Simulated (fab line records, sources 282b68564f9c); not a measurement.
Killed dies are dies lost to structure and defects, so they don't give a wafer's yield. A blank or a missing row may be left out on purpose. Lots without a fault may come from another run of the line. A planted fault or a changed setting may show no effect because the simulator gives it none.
Split-lot experiment | flow rit_cmos | 5 lots, 23 wafers read, on a route of 202 steps

THE SPLIT
At RIT_PRETRO_IMPLANT_08, the setting dose_cm2 was moved away from the recipe's 1.2e+13 on 7 of the 23 wafers read, by -7.2% to -3.8%. The other wafers ran this setting at the recipe's value.

FROM THE SPLIT TO THE READING: what the file shows between them, 1 step
- RIT_PRETRO_STRIP_09: strips in O2, time 180 s

THE READING
PRETRO_TW, at RIT_PRETRO_TW_MEAS_10. Fault-free wafers of this fab line usually give 480, standard deviation 4.5.

wafer  | tool, chamber at the split | dose_cm2 as run | against the recipe | PRETRO_TW | against lot-mates on the recipe
L075.1 | implanter-03, 0            | 1.154e+13       | -3.8%              | 471       | -4
L075.3 | implanter-03, 0            | 1.2e+13         | recipe             | 474       | -
L075.4 | implanter-03, 0            | 1.2e+13         | recipe             | 476       | -
L075.5 | implanter-03, 0            | 1.154e+13       | -3.8%              | 470       | -5
L075.6 | implanter-03, 0            | 1.2e+13         | recipe             | 476       | -
L079.2 | implanter-04, 0            | 1.2e+13         | recipe             | 486       | -
L079.3 | implanter-04, 0            | 1.135e+13       | -5.4%              | 479       | -6
L079.4 | implanter-04, 0            | 1.2e+13         | recipe             | 485       | -
L079.5 | implanter-04, 0            | 1.135e+13       | -5.4%              | 478       | -8
L079.6 | implanter-04, 0            | 1.135e+13       | -5.4%              | 473       | -12
L080.1 | implanter-01, 0            | 1.114e+13       | -7.2%              | 465       | -12
L080.2 | implanter-01, 0            | 1.114e+13       | -7.2%              | 463       | -14
L080.3 | implanter-01, 0            | 1.2e+13         | recipe             | 479       | -
L080.5 | implanter-01, 0            | 1.2e+13         | recipe             | 477       | -
L080.6 | implanter-01, 0            | 1.2e+13         | recipe             | 476       | -
L082.1 | implanter-01, 0            | 1.2e+13         | recipe             | 475       | -
L082.2 | implanter-01, 0            | 1.2e+13         | recipe             | 478       | -
L082.4 | implanter-01, 0            | 1.2e+13         | recipe             | 474       | -
L082.5 | implanter-01, 0            | 1.2e+13         | recipe             | 477       | -
L082.6 | implanter-01, 0            | 1.2e+13         | recipe             | 478       | -
L084.2 | implanter-01, 0            | 1.2e+13         | recipe             | 486       | -
L084.4 | implanter-01, 0            | 1.2e+13         | recipe             | 486       | -
L084.6 | implanter-01, 0            | 1.2e+13         | recipe             | 487       | -

THE FIT
A straight line over all 23 wafers: PRETRO_TW changes by +1.52 for each +1% of dose_cm2; r = +0.64; the points scatter about the line by 5.
The same after taking each lot's own level away (the mean of its wafers on the recipe; 23 wafers): +1.71 for each +1%; r = +0.95; scatter 1.6.
On that fit, the largest move of dose_cm2 shifts the reading by 12.
The lots' own levels span 475.3 to 486.3, that is 2.4 times the standard deviation above.
So the lot-to-lot level blurs the effect unless lot-mates are compared.
Check: with one of the wafers moved furthest among these (-7.2%) left out of the fit, the line predicts -12.1 for it against its lot-mates. It came out at -12.3 against them.

OTHER SPLITS ON THESE WAFERS
These wafers also went through other splits before the reading. Each is held against what the fit with the lots' levels taken away leaves over:
other split on the same wafers | wafers away from the commonest value | r with PRETRO_TW (lot level and that fit taken away)
RIT_FOX2_OXIDATION_00 temp_c   | 18                                   | -0.07
RIT_NWELL_SOFTBAKE_02 temp_c   | 7                                    | -0.11
RIT_NWELL_IMPLANT_08 dose_cm2  | 9                                    | +0.08
RIT_PWELL_SOFTBAKE_02 temp_c   | 5                                    | -0.02
RIT_NRETRO_IMPLANT_08 dose_cm2 | 10                                   | -0.07

THE FILE'S OWN FIT
PRETRO_TW changes by +1.69 for each +1% of dose_cm2, r = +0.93.
